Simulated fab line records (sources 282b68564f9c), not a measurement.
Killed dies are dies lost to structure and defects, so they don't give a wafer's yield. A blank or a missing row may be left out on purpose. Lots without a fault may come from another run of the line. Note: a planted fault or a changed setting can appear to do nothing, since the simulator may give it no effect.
One fault through the eyes of 2 desks ; flow rit_cmos ; each desk holds nothing but its own numbers, with what lay behind them at the end

== AT THE TOOL OWNER'S DESK: lpcvd-01 ==
The tool's own readings at RIT_SPACER_CVD_03 (deposits Si3N4 from SiH2Cl2/NH3, target thk 250 nm, time 3300 s): means of the sampled wafers that have a number, for each lot that ran on this tool. Marked OUT: a lot whose mean sits more than 4 standard deviations from the usual mean, which makes it out of limits; the brackets give that distance.
Columns: A = pressure_mtorr at RIT_SPACER_CVD_03, usual 300.2 mTorr; B = sih2cl2_flow_sccm at RIT_SPACER_CVD_03, usual 59.99 sccm; C = zone_power_centre_pct at RIT_SPACER_CVD_03, usual 37.8 %; D = zone_power_source_pct at RIT_SPACER_CVD_03, usual 21.9 %
lot;first seen here;A;B;C;D
L182;day 3 06:19;300.0;60.07;40.6;21.5
L184;day 3 17:20;300.1;59.98;40.4;21.3
L185;day 4 01:47;300.0;60.10;34.9;21.1
L189;day 4 18:13;299.5;59.86;40.3;21.4
L190;day 5 03:40;300.1;89.93 (+99 or more) OUT;40.2;21.4
L194;day 5 23:31;299.9;59.93;34.8;21.3
L195;day 6 03:03;300.2;59.78;35.0;21.2
This desk's verdict: out of limits on L190, starting with L190 at day 5 03:40 (sih2cl2_flow_sccm at RIT_SPACER_CVD_03). L182, L184, L185, L189, L194, L195 stayed within limits.

== THE METROLOGY DESK ==
Means of the sampled wafers that have a number, per lot and without regard to the tool the lot ran on: this is what the gauges read. Marked OUT: a lot whose mean sits more than 4 standard deviations from the usual mean, which makes it out of limits; the brackets give that distance.
Columns: A = PWELL_TW at RIT_PWELL_TW_MEAS_10, usual 944; B = SPACER_NITRIDE_THK at RIT_SPACER_THK_MEAS_04, usual 249.9 nm; C = PSD_OVL at RIT_PSD_OVL_MEAS_06, usual -0.6 nm
lot;first seen here;A;B;C
L180;day 1 22:52;948;248.3;-1.4
L182;day 2 09:16;943;250.7;-1.2
L183;day 2 13:44;939;249.1;1.3
L184;day 2 20:28;942;253.4;1.9
L185;day 3 01:55;937;249.1;-1.6
L189;day 3 20:48;940;250.8;-2.9
L190;day 4 02:53;940;287.9 (+17) OUT;-0.0
L194;day 4 23:58;953;249.1;-1.1
L195;day 5 04:13;943;247.2;-0.8
L197;day 5 15:25;941;249.3;-1.0
L199;day 5 21:38;943;251.6;-1.8
L201;day 6 10:28;947;251.9;-1.4
L203;day 6 21:18;941;253.3;-1.0
This desk's result: L190 out of limits, first on L190 (SPACER_NITRIDE_THK at RIT_SPACER_THK_MEAS_04), day 5 06:33. L180, L182, L183, L184, L185, L189, L194, L195, L197, L199, L201, L203 stayed within limits.

== PUT TOGETHER ==
The tool owner's desk could have raised an alarm at day 5 03:40, on L190.
L190 would have let the metrology desk raise an alarm at day 5 06:33.
Of the lots named, all ran RIT_SPACER_CVD_03 on lpcvd-01.

== WHAT THE SIMULATOR HAD PUT IN ==
lpcvd-01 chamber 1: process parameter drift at RIT_SPACER_CVD_03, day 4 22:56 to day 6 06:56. Setting sih2cl2_flow_sccm, moved by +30, from 60. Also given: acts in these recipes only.
Shown lots that were struck: L190.
Hours from the fault's start to each desk's first reading out of limits: the tool owner's desk, 5; the metrology desk, 8.
